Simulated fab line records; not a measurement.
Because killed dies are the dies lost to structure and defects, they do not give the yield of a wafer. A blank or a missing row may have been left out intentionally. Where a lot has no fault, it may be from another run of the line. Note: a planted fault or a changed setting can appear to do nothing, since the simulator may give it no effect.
Which tool was responsible? | flow rit-cmos | Sampling: 14 lots, 42 wafers, 2 of 202 route steps

## WHAT THE GAUGES SHOWED, per wafer
RIT_NRETRO_TW_MEAS_10.
lot  | measured    | on            | NRETRO_TW
L736 | day 2 06:07 | film-metro-03 | 1055 1054 1050
L737 | day 2 10:56 | film-metro-04 | 1046 1053 1046
L739 | day 2 21:42 | film-metro-04 | 1046 1046 1050
L740 | day 3 02:02 | film-metro-03 | 1052 1047 1048
L741 | day 3 06:43 | film-metro-04 | 1027 1032 1033
L742 | day 3 11:25 | film-metro-04 | 1028 1034 1033
L743 | day 3 16:53 | film-metro-02 | 1035 1038 1037
L744 | day 3 22:28 | film-metro-02 | 1046 1040 1036
L746 | day 4 08:17 | film-metro-04 | 1040 1031 1034
L747 | day 4 13:15 | film-metro-03 | 1043 1050 1044
L750 | day 5 04:45 | film-metro-04 | 1068 1074 1070
L753 | day 5 20:37 | film-metro-04 | 1072 1073 1071
L756 | day 6 11:01 | film-metro-02 | 1041 1040 1045
L758 | day 6 20:45 | film-metro-04 | 1041 1039 1039

## WHICH TOOL RAN EACH LOT (tool, then ch and the chambers of the sampled wafers, then the start)
lot  | RIT_NRETRO_IMPLANT_08
L736 | implanter-03 ch 0, day 2 05:48
L737 | implanter-02 ch 0, day 2 10:40
L739 | implanter-04 ch 0, day 2 21:23
L740 | implanter-04 ch 0, day 3 01:42
L741 | implanter-02 ch 0, day 3 06:25
L742 | implanter-04 ch 0, day 3 11:07
L743 | implanter-03 ch 0, day 3 16:34
L744 | implanter-04 ch 0, day 3 22:11
L746 | implanter-04 ch 0, day 4 07:57
L747 | implanter-04 ch 0, day 4 12:58
L750 | implanter-04 ch 0, day 5 04:27
L753 | implanter-04 ch 0, day 5 20:17
L756 | implanter-03 ch 0, day 6 10:41
L758 | implanter-03 ch 0, day 6 20:27
- RIT_NRETRO_IMPLANT_08

## AS READ BY THE TOOLS THEMSELVES (means over the sampled wafers that have a number; for cases with no such wafer, the mark the record gives instead)
RIT_NRETRO_IMPLANT_08.
lot  | tool         | beam-energy-keV | faraday-current-uA | tilt-deg (degrees)
L736 | implanter-03 | 69.977          | 32.0               | 7.016
L737 | implanter-02 | 69.943          | 31.8               | 6.978
L739 | implanter-04 | 69.992          | 31.5               | 6.986
L740 | implanter-04 | 70.023          | 31.9               | 6.990
L741 | implanter-02 | 70.002          | 32.5               | 6.990
L742 | implanter-04 | 70.011          | 31.9               | 6.990
L743 | implanter-03 | 70.001          | 31.3               | 6.966
L744 | implanter-04 | 69.967          | 31.6               | 7.006
L746 | implanter-04 | 70.002          | 31.5               | 6.986
L747 | implanter-04 | 69.992          | 32.5               | 6.982
L750 | implanter-04 | 79.119          | 32.0               | 7.013
L753 | implanter-04 | 79.096          | 31.7               | 6.994
L756 | implanter-03 | 70.017          | 31.9               | 7.009
L758 | implanter-03 | 69.992          | 32.5               | 6.973

## THE ANSWER, worked out from the rows above alone
Rule: usual is defined by the lots themselves. The widest of any qualifying gaps counts: lots, ordered by their means at a reading, are off when they make up no more than a third of the lots, leave a main group of 4 or more, and stand apart from it by 3 or more times the standard deviation of that group's means. A main group whose means are all the same, to the digits that the tables above print for the reading, isn't used. A lot without any number at a reading at which 4 lots or more have one is off too. Any other lot the step has rows for is counted as sound. First the gauges in route order, then the tools' own readings, where a lot's mean is used as printed above. At the first step where some lot is off, the reading lying furthest off is the one used; lots without a number count as furthest.
Off, at RIT_NRETRO_IMPLANT_08 on beam-energy-keV: L750, L753. Main group: mean 69.993, sd 0.021.
If a tool, at that step or one of the process steps before it, ran each lot that is off and ran no sound lot following the first of them, it fits. One fits: RIT_NRETRO_IMPLANT_08 on implanter-04. Its last sound lot is L747 (day 4 12:58), its first lot that is off L750 (day 5 04:27): a fault that began between those two fits.
On the lots that are off, the tool's own readings at RIT_NRETRO_IMPLANT_08 differ by more than 5 times the standard deviation of the sound lots' means, which bears it out; beam-energy-keV reads 79.108 there versus 69.993 on the sound lots.

## WHAT HAD BEEN PUT IN BY THE SIMULATOR
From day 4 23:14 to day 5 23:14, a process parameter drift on implanter-04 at RIT_NRETRO_IMPLANT_08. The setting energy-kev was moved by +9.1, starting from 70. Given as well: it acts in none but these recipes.
Shown lots that were struck: L750, L753. The rule above found the same.
